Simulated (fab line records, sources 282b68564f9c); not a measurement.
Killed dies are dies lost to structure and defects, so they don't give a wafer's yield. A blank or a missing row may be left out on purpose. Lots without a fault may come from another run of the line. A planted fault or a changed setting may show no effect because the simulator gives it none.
A sampling plan put to the test | flow rit_cmos | one fab line, 13 faults that these records tell of, each judged on the records of the lots that it struck
The plan is the line's own looks: the steps of the route at which a gauge or an inspection reads the wafer and doesn't change it. A look can be judged if struck wafers have a number there and the file gives its usual mean and standard deviation on fault-free wafers. Caught: at a look after the fault's first step, the mean of the struck wafers lies 4 or more of those standard deviations (sigma) from the usual mean. On the tool: the same test on the tool's own readings at the fault's steps. Another recipe on the struck wafers, or a record that is blank for them alone, also counts as caught.

THE FAULTS, as the simulator had put them in
1. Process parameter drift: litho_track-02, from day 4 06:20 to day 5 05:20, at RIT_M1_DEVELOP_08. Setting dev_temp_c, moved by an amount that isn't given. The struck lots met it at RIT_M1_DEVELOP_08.
2. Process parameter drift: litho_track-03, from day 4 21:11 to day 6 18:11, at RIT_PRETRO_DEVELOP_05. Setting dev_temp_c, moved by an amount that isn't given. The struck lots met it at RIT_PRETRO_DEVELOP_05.
3. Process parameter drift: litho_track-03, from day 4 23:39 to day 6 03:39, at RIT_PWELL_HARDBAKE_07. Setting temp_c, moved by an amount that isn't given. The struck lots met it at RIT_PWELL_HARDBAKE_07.
4. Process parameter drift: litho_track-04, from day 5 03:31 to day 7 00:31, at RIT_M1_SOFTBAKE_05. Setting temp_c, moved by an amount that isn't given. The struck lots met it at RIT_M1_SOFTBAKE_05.
5. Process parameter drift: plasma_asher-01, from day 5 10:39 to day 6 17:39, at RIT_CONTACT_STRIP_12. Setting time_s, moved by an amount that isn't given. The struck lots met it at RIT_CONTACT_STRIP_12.
6. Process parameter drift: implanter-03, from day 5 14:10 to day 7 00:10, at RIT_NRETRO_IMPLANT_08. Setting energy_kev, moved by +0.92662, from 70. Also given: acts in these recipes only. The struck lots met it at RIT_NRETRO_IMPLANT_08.
7. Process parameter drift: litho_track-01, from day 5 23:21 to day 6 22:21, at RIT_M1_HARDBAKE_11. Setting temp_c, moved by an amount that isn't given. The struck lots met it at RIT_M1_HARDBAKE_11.
8. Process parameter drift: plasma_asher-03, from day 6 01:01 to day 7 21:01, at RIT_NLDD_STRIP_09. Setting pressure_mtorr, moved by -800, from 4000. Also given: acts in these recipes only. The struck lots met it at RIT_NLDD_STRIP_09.
9. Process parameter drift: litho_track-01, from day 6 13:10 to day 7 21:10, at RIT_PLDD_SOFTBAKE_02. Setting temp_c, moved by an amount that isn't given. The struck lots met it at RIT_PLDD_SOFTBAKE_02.
10. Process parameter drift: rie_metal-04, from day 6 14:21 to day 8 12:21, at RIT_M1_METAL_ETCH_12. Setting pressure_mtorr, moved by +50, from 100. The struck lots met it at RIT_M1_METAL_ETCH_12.
11. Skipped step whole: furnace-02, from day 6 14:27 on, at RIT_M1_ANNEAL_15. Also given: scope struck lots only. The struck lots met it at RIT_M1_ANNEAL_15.
12. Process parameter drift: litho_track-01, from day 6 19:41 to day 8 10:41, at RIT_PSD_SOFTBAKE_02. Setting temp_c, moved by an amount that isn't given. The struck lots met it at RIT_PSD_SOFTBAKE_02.
13. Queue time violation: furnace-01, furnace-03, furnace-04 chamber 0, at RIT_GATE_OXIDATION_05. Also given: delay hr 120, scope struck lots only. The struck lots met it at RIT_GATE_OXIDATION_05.

WHAT THE PLAN SAW
fault | on the tool itself                               | first look that catches it                      | reading, sigma | median hours from its first step to that look | hours from the fault's start to the first struck lot there | judged looks passed uncaught
1     | developer_temp_C -7.0 sigma                      | no look after it can be judged                  | -              | -                                             | -                                                          | 0
2     | developer_temp_C +8.0 sigma                      | no look after it can be judged                  | -              | -                                             | -                                                          | 0
3     | heater_power_total_W -21 sigma                   | no look after it can be judged                  | -              | -                                             | -                                                          | 0
4     | heater_power_total_W +60 sigma                   | no look after it can be judged                  | -              | -                                             | -                                                          | 0
5     | run_length_s -19 sigma                           | no look after it can be judged                  | -              | -                                             | -                                                          | 0
6     | beam_energy_keV +36 sigma                        | no look after it can be judged                  | -              | -                                             | -                                                          | 0
7     | heater_power_total_W +19 sigma                   | no look after it can be judged                  | -              | -                                             | -                                                          | 0
8     | chamber_pressure_mTorr -99 or beyond sigma       | none of the 2 looks that can be judged after it | -              | -                                             | -                                                          | 2
9     | heater_power_total_W -44 sigma                   | no look after it can be judged                  | -              | -                                             | -                                                          | 0
10    | chamber_pressure_mTorr +99 or beyond sigma       | no look after it can be judged                  | -              | -                                             | -                                                          | 0
11    | the tool's record is blank for the struck wafers | no look after it can be judged                  | -              | -                                             | -                                                          | 0
12    | heater_power_total_W +47 sigma                   | no look after it can be judged                  | -              | -                                             | -                                                          | 0
13    | under 2 sigma                                    | no look after it can be judged                  | -              | -                                             | -                                                          | 0
A dash: the fault isn't caught, or these records don't give the number.

Caught at a look: 0 of 13. Caught on the tool: 12 of 13. By one or the other: 12 of 13.
Caught on the tool alone: faults 1, 2, 3, 4, 5, 6, 7, 8, 9, 10, 11, 12.
Caught by neither: fault 13.
